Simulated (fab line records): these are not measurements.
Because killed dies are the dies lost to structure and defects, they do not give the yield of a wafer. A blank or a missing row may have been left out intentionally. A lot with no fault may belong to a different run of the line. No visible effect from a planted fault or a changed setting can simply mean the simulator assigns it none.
Which of the tools did it? ; flow ritCmos ; Sampling: 15 lots, 45 wafers, 2 of 202 route steps

WHAT EACH GAUGE READ, for each wafer
The record lacks any reading of a measuring or inspecting step that a usual standard deviation could be used to judge.

TOOL THAT RAN EACH LOT (tool first, then ch and the chambers of the sampled wafers, then the start)
lot;RIT_NWELL_IMPLANT_08;RIT_M1_PROBE_99
L581;implanter-02 ch 0, day 2 13:13;prober-02, day 4 01:36
L582;implanter-02 ch 0, day 2 17:16;prober-01, day 4 08:38
L583;implanter-02 ch 0, day 2 21:32;prober-02, day 4 11:17
L584;implanter-03 ch 0, day 3 02:34;prober-01, day 4 13:59
L585;implanter-01 ch 0, day 3 08:52;prober-02, day 4 21:30
L586;implanter-02 ch 0, day 3 13:35;prober-01, day 5 01:35
L587;implanter-02 ch 0, day 3 19:32;prober-02, day 5 08:13
L588;implanter-03 ch 0, day 3 22:40;prober-01, day 5 11:19
L589;implanter-02 ch 0, day 4 03:53;prober-02, day 5 17:58
L591;implanter-03 ch 0, day 4 14:21;prober-02, day 6 04:55
L592;implanter-02 ch 0, day 4 19:23;prober-01, day 6 07:53
L594;implanter-02 ch 0, day 5 06:11;prober-01, day 6 22:23
L595;implanter-02 ch 0, day 5 10:07;prober-02, day 7 03:04
L600;implanter-03 ch 0, day 6 13:44;prober-01, day 8 11:11
L601;implanter-03 ch 0, day 6 19:22;prober-02, day 8 18:32
- RIT_NWELL_IMPLANT_08
- RIT_M1_PROBE_99

AS READ BY THE TOOLS THEMSELVES (means over the sampled wafers that have a number; for cases with no such wafer, the mark the record gives instead)
RIT_NWELL_IMPLANT_08.
lot;tool;tiltDeg (degrees)
L581;implanter-02;7.013
L582;implanter-02;6.997
L583;implanter-02;6.982
L584;implanter-03;7.006
L585;implanter-01;7.003
L586;implanter-02;6.999
L587;implanter-02;6.955
L588;implanter-03;6.998
L589;implanter-02;7.012
L591;implanter-03;7.000
L592;implanter-02;7.254
L594;implanter-02;7.258
L595;implanter-02;7.280
L600;implanter-03;7.017
L601;implanter-03;6.985

RIT_M1_PROBE_99.
lot;tool;killed_at_M0_to_M3;killedAtContacts;killedAtFrontEnd;killedDies;killedOpen;killedShort
L581;prober-02;0.0;0.0;5.7;5.7;2;3.3
L582;prober-01;0.0;0.3;5.0;5.3;2;3.7
L583;prober-02;0.0;0.0;5.7;5.7;2;3.3
L584;prober-01;0.0;0.0;8.0;8.0;4;3.7
L585;prober-02;0.0;0.0;5.7;5.7;3;3.0
L586;prober-01;0.0;0.0;8.0;8.0;3;4.3
L587;prober-02;0.0;0.0;3.3;3.3;2;1.7
L588;prober-01;0.0;0.0;9.7;9.7;4;5.3
L589;prober-02;0.0;0.0;6.3;6.3;3;3.7
L591;prober-02;0.0;0.0;5.7;5.7;2;3.3
L592;prober-01;0.0;0.3;5.0;5.3;3;2.0
L594;prober-01;0.0;0.3;5.7;6.0;3;3.0
L595;prober-02;0.0;0.0;8.7;8.7;3;5.3
L600;prober-01;0.3;0.0;7.0;7.3;3;4.3
L601;prober-02;0.0;0.0;3.3;3.3;2;1.0

THE ANSWER, worked out from the rows above alone
Rule: the lots themselves supply what counts as usual. Put in order of their means at a reading, lots are off if they are a third of the lots or fewer, leave a main group of 4 or more, and stand apart from it by a gap of 3 or more times the standard deviation of the main group's means; of several such gaps the widest counts. A main group is skipped when, at the precision printed for the reading in the tables above, its means are all equal. Also off: a lot with no number at a reading for which 4 or more lots have one. All remaining lots with rows at the step are treated as sound. After the gauges, taken in route order, come the tools' own readings; for these a lot's mean is taken, as printed above. At the first step where some lot is off, the reading lying furthest off is the one used; lots without a number count as furthest.
Off at RIT_NWELL_IMPLANT_08 (tiltDeg): L592, L594, L595. The main group: mean 6.997 degrees, standard deviation 0.016.
A tool fits if, at that step or a process step before it, it ran every lot that is off, and no sound lot after the first of them. One candidate fits, namely implanter-02 at RIT_NWELL_IMPLANT_08. Its last sound lot is L589 (day 4 03:53), its first lot that is off L592 (day 4 19:23): a fault that began between those two fits.
The tool's own readings at RIT_NWELL_IMPLANT_08 bear it out: on the lots that are off they differ by more than 5 times the standard deviation of the sound lots' means. tiltDeg reads 7.264 degrees there against 6.997 degrees on the sound lots.

WHAT THE SIMULATOR HAD PUT IN
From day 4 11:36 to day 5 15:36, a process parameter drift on implanter-02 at RIT_NWELL_IMPLANT_08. Setting tiltDeg, moved by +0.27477, from 7. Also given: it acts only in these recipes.
Shown lots that were struck: L592, L594, L595. Same finding as the rule above.
